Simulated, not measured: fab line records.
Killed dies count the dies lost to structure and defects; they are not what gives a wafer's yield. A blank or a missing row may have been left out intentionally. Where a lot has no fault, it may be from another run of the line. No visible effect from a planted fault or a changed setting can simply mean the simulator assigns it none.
Check of tool commonality -- flow berkeley-cmos170 -- Lots sampled 14, wafers sampled 42

## WHY IT WAS OPENED
At UCB170_M3_RS_MEAS_02 the reading M3_AL_RS is flagged on 2 of 14 lots. No-fault wafers: 0.0323 ohm/sq, standard deviation 0.00044.
Rule: a lot is flagged when every wafer of it that has a number lies more than 4 standard deviations from that mean, or none has a number. The other lots count as sound.

lot,measured,on,"M3_AL_RS (ohm/sq), wafer by wafer",flag
L389,day 9 02:17,film-metro-01,0.0321 0.0327 0.0321,
L396,day 11 15:56,film-metro-01,0.0159 0.0162 0.0161,FLAGGED
L399,day 12 07:44,film-metro-03,0.0163 0.0161 0.0162,FLAGGED
L398,day 12 08:35,film-metro-03,0.0319 0.0314 0.0323,
L400,day 12 09:37,film-metro-03,0.0322 0.0321 0.0317,
L401,day 13 01:05,film-metro-04,0.0321 0.0316 0.0322,
L403,day 13 01:29,film-metro-03,0.0323 0.0323 0.0328,
L404,day 13 10:20,film-metro-03,0.0322 0.0326 0.0321,
L405,day 13 12:19,film-metro-04,0.0315 0.0319 0.0321,
L406,day 13 19:02,film-metro-01,0.0320 0.0313 0.0327,
L407,day 13 20:38,film-metro-01,0.0325 0.0319 0.0322,
L410,day 14 05:55,film-metro-01,0.0319 0.0326 0.0323,
L409,day 14 08:19,film-metro-01,0.0321 0.0319 0.0330,
L408,day 14 10:37,film-metro-03,0.0327 0.0327 0.0324,
The mean of the flagged lots' numbers is 0.0161 ohm/sq, -0.0162 ohm/sq from the usual (-37 standard deviations).

## LOT BY LOT: THE TOOL USED
The record keeps 1 process step preceding the reading, out of 331 steps on the route. Read each cell as the tool, then ch plus the chambers that the sampled wafers visited, then the start.
lot,flag,UCB170_M3_SPUTTER_01
L389,,"pvd-sputter-02, day 9 02:12"
L396,FLAGGED,"pvd-sputter-04, day 11 15:33"
L399,FLAGGED,"pvd-sputter-04, day 12 07:22"
L398,,"pvd-sputter-02, day 12 08:30"
L400,,"pvd-sputter-04, day 12 09:28"
L401,,"pvd-sputter-03, day 13 00:56"
L403,,"pvd-sputter-02, day 13 01:23"
L404,,"pvd-sputter-04, day 13 10:14"
L405,,"pvd-sputter-03, day 13 12:14"
L406,,"pvd-sputter-03, day 13 18:57"
L407,,"pvd-sputter-04, day 13 20:32"
L410,,"pvd-sputter-04, day 14 05:50"
L409,,"pvd-sputter-03, day 14 08:11"
L408,,"pvd-sputter-04, day 14 10:32"
What the steps here do:
- UCB170_M3_SPUTTER_01: material Al, target thk 900 nm, time 120 s.
- UCB170_M3_RS_MEAS_02: measures by four-point-probe.

## FLAGGED OVER TOTAL, TOOL BY TOOL (the gauges that took the reading come last)
step,tool,lots run,flagged,share of the flagged lots,sound lots run after its first flagged lot
UCB170_M3_SPUTTER_01,pvd-sputter-02,3,0,none,-
UCB170_M3_SPUTTER_01,pvd-sputter-03,4,0,none,-
UCB170_M3_SPUTTER_01,pvd-sputter-04,7,2,all,"5 (L400,L404,L407,L410,L408)"
UCB170_M3_RS_MEAS_02,film-metro-01,6,1,some,"4 (L406,L407,L410,L409)"
UCB170_M3_RS_MEAS_02,film-metro-03,6,1,some,"5 (L398,L400,L403,L404,L408)"
UCB170_M3_RS_MEAS_02,film-metro-04,2,0,none,-

## WHAT THE TABLE PERMITS
1 row of the table ran every flagged lot: pvd-sputter-04 at UCB170_M3_SPUTTER_01.
- pvd-sputter-04 at UCB170_M3_SPUTTER_01 ran 7 lots, 2 of them flagged. Lots that were sound ran on it after the first flagged one (L400, L404, L407, L410, L408); a persistent fault on the entire tool would not allow that.
There is no row in the table that ran each flagged lot and no sound lot after the first.

## WHAT HAD BEEN PUT IN BY THE SIMULATOR
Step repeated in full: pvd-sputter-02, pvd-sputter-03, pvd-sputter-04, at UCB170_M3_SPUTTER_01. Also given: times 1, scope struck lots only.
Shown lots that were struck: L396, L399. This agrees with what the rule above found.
